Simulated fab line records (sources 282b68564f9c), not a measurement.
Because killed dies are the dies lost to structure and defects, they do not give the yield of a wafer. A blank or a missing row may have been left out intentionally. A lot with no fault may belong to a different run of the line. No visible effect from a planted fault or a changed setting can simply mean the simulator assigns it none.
Split-lot study || flow rit-cmos || 23 wafers read from 5 lots, route of 202 steps

THE SPLIT ITSELF
At RIT_CONTACT_COAT_03 (resist thk 1000 nm), the setting spin-rpm was moved away from the recipe's 3250 rpm on 7 of the 23 wafers read, by -5.8% to +7.2%. All remaining wafers had this setting at the recipe value.

FROM THE SPLIT TO THE READING: what the file shows between them, 3 steps
- RIT_CONTACT_SOFTBAKE_04: time 60 s
- RIT_CONTACT_EXPOSE_05: exposes mask M11, target cd 1000 nm
- RIT_CONTACT_HARDBAKE_10: time 60 s

THE READING
NOVOLAK_of_CONTACT_COAT_03.thk-nm (the simulator's own value, which no gauge read), in nm, at RIT_CONTACT_ETCH_11 (etches SiO2 in CHF3/CF4/Ar, stops on TiSi2, target depth 480 nm, time 320 s). The file does not state a usual value for it. Average 766.9 nm, standard deviation 3.5 nm, over the 16 wafers here run with the recipe.

{"wafer": "L075.2", "tool, chamber at the split": "litho-track-03, 0", "spin-rpm as run, rpm": 3250, "against the recipe": "recipe", "NOVOLAK_of_CONTACT_COAT_03.thk-nm, nm": 762.6, "against lot-mates on the recipe": "-"}
{"wafer": "L075.3", "tool, chamber at the split": "litho-track-03, 0", "spin-rpm as run, rpm": 3250, "against the recipe": "recipe", "NOVOLAK_of_CONTACT_COAT_03.thk-nm, nm": 767.5, "against lot-mates on the recipe": "-"}
{"wafer": "L075.5", "tool, chamber at the split": "litho-track-03, 0", "spin-rpm as run, rpm": 3250, "against the recipe": "recipe", "NOVOLAK_of_CONTACT_COAT_03.thk-nm, nm": 764.2, "against lot-mates on the recipe": "-"}
{"wafer": "L077.1", "tool, chamber at the split": "litho-track-02, 0", "spin-rpm as run, rpm": 3485, "against the recipe": "+7.2%", "NOVOLAK_of_CONTACT_COAT_03.thk-nm, nm": 735.1, "against lot-mates on the recipe": -35.6}
{"wafer": "L077.2", "tool, chamber at the split": "litho-track-02, 0", "spin-rpm as run, rpm": 3250, "against the recipe": "recipe", "NOVOLAK_of_CONTACT_COAT_03.thk-nm, nm": 770.7, "against lot-mates on the recipe": "-"}
{"wafer": "L077.3", "tool, chamber at the split": "litho-track-02, 0", "spin-rpm as run, rpm": 3250, "against the recipe": "recipe", "NOVOLAK_of_CONTACT_COAT_03.thk-nm, nm": 770.7, "against lot-mates on the recipe": "-"}
{"wafer": "L077.4", "tool, chamber at the split": "litho-track-02, 0", "spin-rpm as run, rpm": 3485, "against the recipe": "+7.2%", "NOVOLAK_of_CONTACT_COAT_03.thk-nm, nm": 743, "against lot-mates on the recipe": -27.7}
{"wafer": "L077.6", "tool, chamber at the split": "litho-track-02, 0", "spin-rpm as run, rpm": 3485, "against the recipe": "+7.2%", "NOVOLAK_of_CONTACT_COAT_03.thk-nm, nm": 740.9, "against lot-mates on the recipe": -29.8}
{"wafer": "L080.1", "tool, chamber at the split": "litho-track-04, 0", "spin-rpm as run, rpm": 3062, "against the recipe": "-5.8%", "NOVOLAK_of_CONTACT_COAT_03.thk-nm, nm": 786.3, "against lot-mates on the recipe": "+23.6"}
{"wafer": "L080.2", "tool, chamber at the split": "litho-track-04, 0", "spin-rpm as run, rpm": 3062, "against the recipe": "-5.8%", "NOVOLAK_of_CONTACT_COAT_03.thk-nm, nm": 792.1, "against lot-mates on the recipe": "+29.4"}
{"wafer": "L080.3", "tool, chamber at the split": "litho-track-04, 0", "spin-rpm as run, rpm": 3250, "against the recipe": "recipe", "NOVOLAK_of_CONTACT_COAT_03.thk-nm, nm": 763.2, "against lot-mates on the recipe": "-"}
{"wafer": "L080.4", "tool, chamber at the split": "litho-track-04, 0", "spin-rpm as run, rpm": 3250, "against the recipe": "recipe", "NOVOLAK_of_CONTACT_COAT_03.thk-nm, nm": 763.9, "against lot-mates on the recipe": "-"}
{"wafer": "L080.5", "tool, chamber at the split": "litho-track-04, 0", "spin-rpm as run, rpm": 3250, "against the recipe": "recipe", "NOVOLAK_of_CONTACT_COAT_03.thk-nm, nm": 761, "against lot-mates on the recipe": "-"}
{"wafer": "L083.1", "tool, chamber at the split": "litho-track-03, 0", "spin-rpm as run, rpm": 3250, "against the recipe": "recipe", "NOVOLAK_of_CONTACT_COAT_03.thk-nm, nm": 767.9, "against lot-mates on the recipe": "-"}
{"wafer": "L083.2", "tool, chamber at the split": "litho-track-03, 0", "spin-rpm as run, rpm": 3250, "against the recipe": "recipe", "NOVOLAK_of_CONTACT_COAT_03.thk-nm, nm": 769.5, "against lot-mates on the recipe": "-"}
{"wafer": "L083.4", "tool, chamber at the split": "litho-track-03, 0", "spin-rpm as run, rpm": 3250, "against the recipe": "recipe", "NOVOLAK_of_CONTACT_COAT_03.thk-nm, nm": 769.3, "against lot-mates on the recipe": "-"}
{"wafer": "L083.5", "tool, chamber at the split": "litho-track-03, 0", "spin-rpm as run, rpm": 3250, "against the recipe": "recipe", "NOVOLAK_of_CONTACT_COAT_03.thk-nm, nm": 766.2, "against lot-mates on the recipe": "-"}
{"wafer": "L083.6", "tool, chamber at the split": "litho-track-03, 0", "spin-rpm as run, rpm": 3250, "against the recipe": "recipe", "NOVOLAK_of_CONTACT_COAT_03.thk-nm, nm": 762.9, "against lot-mates on the recipe": "-"}
{"wafer": "L084.1", "tool, chamber at the split": "litho-track-03, 0", "spin-rpm as run, rpm": 3466, "against the recipe": "+6.6%", "NOVOLAK_of_CONTACT_COAT_03.thk-nm, nm": 740.3, "against lot-mates on the recipe": -29.9}
{"wafer": "L084.2", "tool, chamber at the split": "litho-track-03, 0", "spin-rpm as run, rpm": 3466, "against the recipe": "+6.6%", "NOVOLAK_of_CONTACT_COAT_03.thk-nm, nm": 744.3, "against lot-mates on the recipe": -25.9}
{"wafer": "L084.4", "tool, chamber at the split": "litho-track-03, 0", "spin-rpm as run, rpm": 3250, "against the recipe": "recipe", "NOVOLAK_of_CONTACT_COAT_03.thk-nm, nm": 767.8, "against lot-mates on the recipe": "-"}
{"wafer": "L084.5", "tool, chamber at the split": "litho-track-03, 0", "spin-rpm as run, rpm": 3250, "against the recipe": "recipe", "NOVOLAK_of_CONTACT_COAT_03.thk-nm, nm": 768.5, "against lot-mates on the recipe": "-"}
{"wafer": "L084.6", "tool, chamber at the split": "litho-track-03, 0", "spin-rpm as run, rpm": 3250, "against the recipe": "recipe", "NOVOLAK_of_CONTACT_COAT_03.thk-nm, nm": 774.3, "against lot-mates on the recipe": "-"}

THE FIT
A straight line over all 23 wafers: NOVOLAK_of_CONTACT_COAT_03.thk-nm changes by -3.77 nm for each +1% of spin-rpm; r = -0.97; the points scatter about the line by 3.5 nm.
The same after taking each lot's own level away (the mean of its wafers on the recipe; 23 wafers): -4.35 nm for each +1%; r = -0.99; scatter 2.5 nm.
That fit puts the effect of the largest move of spin-rpm on the reading at 31 nm.
Measured against the standard deviation above, the lots' own levels, which go from 762.70 to 770.70 nm, span 2.3 times it.
Thus the slope moves with the lot-to-lot level: the two fits are different.
Check: with one of the wafers moved furthest among these (+7.2%) left out of the fit, the line predicts -30.2 nm for it against its lot-mates. It came out at -35.6 nm against them.

OTHER SPLITS ON THESE WAFERS
Other splits were also applied to these wafers ahead of the reading. Each is held against what the fit with the lots' levels taken away leaves over:
{"other split on the same wafers": "RIT_SILICIDE_SPUTTER_01 power-w", "wafers away from the commonest value": 8, "r with NOVOLAK_of_CONTACT_COAT_03.thk-nm (lot level and that fit taken away)": "+0.31"}

THE WHOLE CHAIN: every reading that the file lists as answering this split, in the file's order
{"step": "RIT_CONTACT_COAT_03", "what it does": "resist thk 1000 nm", "reading": "NOVOLAK_of_CONTACT_COAT_03.thk-nm (the simulator's own value, which no gauge read)", "change (the file's fit)": "-5.19 nm for each +1% of the setting", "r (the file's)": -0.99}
{"step": "RIT_CONTACT_HARDBAKE_10", "what it does": "time 60 s", "reading": "NOVOLAK_of_CONTACT_COAT_03.thk-nm (the simulator's own value, which no gauge read)", "change (the file's fit)": "-4.54 nm for each +1% of the setting", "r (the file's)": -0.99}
{"step": "RIT_CONTACT_ETCH_11", "what it does": "etches SiO2 in CHF3/CF4/Ar, stops on TiSi2, target depth 480 nm, time 320 s", "reading": "NOVOLAK_of_CONTACT_COAT_03.thk-nm (the simulator's own value, which no gauge read)", "change (the file's fit)": "-4.34 nm for each +1% of the setting", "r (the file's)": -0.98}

THE FILE'S OWN FIT
NOVOLAK_of_CONTACT_COAT_03.thk-nm changes by -4.34 nm for each +1% of spin-rpm, r = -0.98.
